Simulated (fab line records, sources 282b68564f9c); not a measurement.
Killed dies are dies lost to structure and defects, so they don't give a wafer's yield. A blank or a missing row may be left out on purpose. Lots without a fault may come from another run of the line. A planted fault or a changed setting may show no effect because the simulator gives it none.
Problem report in the 8D (eight disciplines) form, filled by code | flow rit_cmos | the parts of the form that need people (team, actions taken, sign-off) are left out

1. THE PROBLEM
oes_product_au at RIT_GATE_ETCH_19 reads a mean of 0.773 a.u. on 1 wafer of 1 lot; wafers without a fault read 0.850 a.u. with a standard deviation of 0.013. That is -5.9 standard deviations from the usual mean.
The step: etches poly-Si in SF6/CHF3/O2, stops on SiO2, time 165 s, target depth 312.5 nm.
First seen on wafer L946.6, day 4 23:23, on rie_si-01. The record holds 33 wafers of 11 lots with a number at this step. Rule for "out", or "out of limits": more than 4 standard deviations from the usual mean. The other wafers with a number count as sound.

2. WHAT IT IS AND WHAT IT IS NOT
question                    | is               | is not
which readings at this step | oes_product_au   | drypump_motor_current_A, rf_fwd_power_W
which lots                  | L946             | L935, L936, L937, L938, L939, L943, L951, L953, L955, L957
which wafers of those lots  | L946.6           | L946.4, L946.5
read on which tools         | rie_si-01        | rie_si-02
when                        | from day 4 23:23 | up to then (20 sound wafers); but 12 sound wafers of L951, L953, L955, L957 came after

3. SUSPECTS, AND WHAT RULES EACH OUT
Counting: a tool at a process step up to the reading stays a suspect if it ran every lot that is out. Sound lots after the first of them don't rule it out here, since some wafers of a struck lot are sound.
- rie_si-01 at RIT_GATE_ETCH_19 (etches poly-Si in SF6/CHF3/O2, stops on SiO2, time 165 s, target depth 312.5 nm): kept. It ran the lot that is out, L946 (day 4 23:23); its last sound lot up to then is L938 (day 3 09:17). Its own readings are out on those wafers: oes_product_au.
- Within rie_si-01 at RIT_GATE_ETCH_19: the wafers that are out ran in chamber 3; their sound lot-mates ran in chamber 2.
Left after counting: rie_si-01 at RIT_GATE_ETCH_19.

4. THE CAUSE (what the simulator had put in)
Process parameter drift: rie_si-01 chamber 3, from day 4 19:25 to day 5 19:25, at RIT_GATE_ETCH_19. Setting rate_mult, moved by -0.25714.
Counting left only this tool.

5. THE CHAIN OF EFFECTS, in route order
Each row: a reading whose mean over the struck wafers that have a number lies more than 3 standard deviations from the usual. Only readings for which the record gives a usual standard deviation are gone through. hours: the time from each lot's start at the first step in this table that gives one to its start at this step, as a median over the lots. sigmas: the change in usual standard deviations.
hours | step             | reading             | usual      | on struck wafers | change | sigmas
0     | RIT_GATE_ETCH_19 | oes_product_au      | 0.850 a.u. | 0.773            | -0.077 | -5.9
23    | RIT_M1_PROBE_99  | killed_at_front_end | 7          | 264              | +257   | +80
23    | RIT_M1_PROBE_99  | killed_dies         | 8          | 264              | +256   | +80
23    | RIT_M1_PROBE_99  | killed_on_rim       | 1.9        | 70.0             | +68.1  | +49
The process steps in it:
- RIT_GATE_ETCH_19: etches poly-Si in SF6/CHF3/O2, stops on SiO2, time 165 s, target depth 312.5 nm.
- RIT_M1_PROBE_99

6. WHAT WOULD HAVE CAUGHT IT SOONER
In this record the first reading out of limits was taken at day 4 23:23, 4 hours after the fault began at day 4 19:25.
